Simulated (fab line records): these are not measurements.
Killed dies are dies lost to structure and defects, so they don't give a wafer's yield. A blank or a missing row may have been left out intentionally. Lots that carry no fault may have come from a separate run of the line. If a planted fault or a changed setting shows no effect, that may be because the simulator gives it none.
Which of the tools did it? -- flow rit-cmos -- Sampling: 14 lots, 42 wafers, 3 of 202 route steps

== WHAT EACH GAUGE READ, for each wafer ==
RIT_PRETRO_TW_MEAS_10.
lot,measured,on,PRETRO_TW
L957,day 2 14:19,film-metro-02,473.1 471.9 476.3
L958,day 2 17:48,film-metro-03,473.7 479.8 476.8
L959,day 2 22:27,film-metro-04,476.6 478.7 476.4
L960,day 3 11:47,film-metro-04,476.2 474.2 475.9
L961,day 3 16:57,film-metro-04,479.7 477.5 478.3
L962,day 3 23:27,film-metro-02,476.7 472.0 470.4
L963,day 4 03:42,film-metro-03,483.0 482.2 483.1
L966,day 4 10:44,film-metro-03,480.0 480.3 479.8
L968,day 5 00:02,film-metro-02,476.2 477.4 477.0
L969,day 5 03:00,film-metro-02,474.9 475.7 477.5
L970,day 5 08:15,film-metro-02,477.8 474.6 477.7
L971,day 5 12:59,film-metro-02,476.5 479.1 476.7
L972,day 5 18:10,film-metro-04,475.7 472.8 477.4
L973,day 5 23:34,film-metro-02,477.9 476.0 475.3

RIT_SILICIDE_THK_MEAS_03: measures by xrf.
lot,measured,on,SILICIDE_TI_THK (nm)
L957,day 3 11:29,film-metro-04,30.3 30.3 30.4
L958,day 4 00:04,film-metro-02,29.7 29.4 30.0
L959,day 4 01:52,film-metro-02,30.3 30.4 30.2
L960,day 4 10:17,film-metro-02,30.4 30.0 29.8
L961,day 4 16:18,film-metro-01,30.8 30.6 30.4
L962,day 4 23:17,film-metro-04,30.0 30.5 30.4
L963,day 5 01:37,film-metro-04,30.5 30.7 30.8
L966,day 5 10:32,film-metro-02,30.4 30.5 30.3
L968,day 5 19:11,film-metro-02,30.6 30.5 30.4
L969,day 6 01:18,film-metro-04,31.1 30.8 30.6
L970,day 6 03:08,film-metro-04,30.5 30.7 30.6
L971,day 6 09:49,film-metro-01,30.8 30.8 30.7
L972,day 6 13:38,film-metro-02,30.4 30.2 29.8
L973,day 6 19:26,film-metro-04,30.2 30.2 30.4

== EACH LOT AND THE TOOL THAT RAN IT (in order: tool; ch and the chambers of the sampled wafers; start) ==
lot,RIT_SILICIDE_SPUTTER_01
L957,"pvd-sputter-01, day 3 11:13"
L958,"pvd-sputter-02, day 3 23:48"
L959,"pvd-sputter-01, day 4 01:36"
L960,"pvd-sputter-02, day 4 10:01"
L961,"pvd-sputter-01, day 4 16:02"
L962,"pvd-sputter-02, day 4 23:00"
L963,"pvd-sputter-04, day 5 01:20"
L966,"pvd-sputter-01, day 5 10:14"
L968,"pvd-sputter-01, day 5 18:54"
L969,"pvd-sputter-02, day 6 01:00"
L970,"pvd-sputter-01, day 6 02:50"
L971,"pvd-sputter-02, day 6 09:33"
L972,"pvd-sputter-01, day 6 13:21"
L973,"pvd-sputter-02, day 6 19:10"
- RIT_SILICIDE_SPUTTER_01: material Ti, target thk 30 nm, time 240 s.

== WHAT THE TOOLS THEMSELVES READ (means of the sampled wafers that have a number; where no wafer has one, the mark that the record gives instead) ==
RIT_SILICIDE_SPUTTER_01.
lot,tool,throttle-valve-pct (%)
L957,pvd-sputter-01,30.5
L958,pvd-sputter-02,28.7
L959,pvd-sputter-01,31.3
L960,pvd-sputter-02,29.2
L961,pvd-sputter-01,30.7
L962,pvd-sputter-02,29.5
L963,pvd-sputter-04,30.7
L966,pvd-sputter-01,31.3
L968,pvd-sputter-01,30.5
L969,pvd-sputter-02,29.4
L970,pvd-sputter-01,31.4
L971,pvd-sputter-02,28.9
L972,pvd-sputter-01,30.7
L973,pvd-sputter-02,29.1

== THE ANSWER, worked out from the rows above alone ==
Rule: usual is defined by the lots themselves. The widest of any qualifying gaps counts: lots, ordered by their means at a reading, are off when they make up no more than a third of the lots, leave a main group of 4 or more, and stand apart from it by 3 or more times the standard deviation of that group's means. A main group is skipped when, at the precision printed for the reading in the tables above, its means are all equal. A lot without any number at a reading at which 4 lots or more have one is off too. All remaining lots with rows at the step are treated as sound. The gauges are gone through in route order, then the tools' own readings, and for those a lot's mean is taken as printed above. At the first step where some lot is off, the reading lying furthest off is the one used; lots without a number count as furthest.
No lot is off on any of the readings shown, so nothing can be concluded from this.

== WHAT HAD BEEN PUT IN BY THE SIMULATOR ==
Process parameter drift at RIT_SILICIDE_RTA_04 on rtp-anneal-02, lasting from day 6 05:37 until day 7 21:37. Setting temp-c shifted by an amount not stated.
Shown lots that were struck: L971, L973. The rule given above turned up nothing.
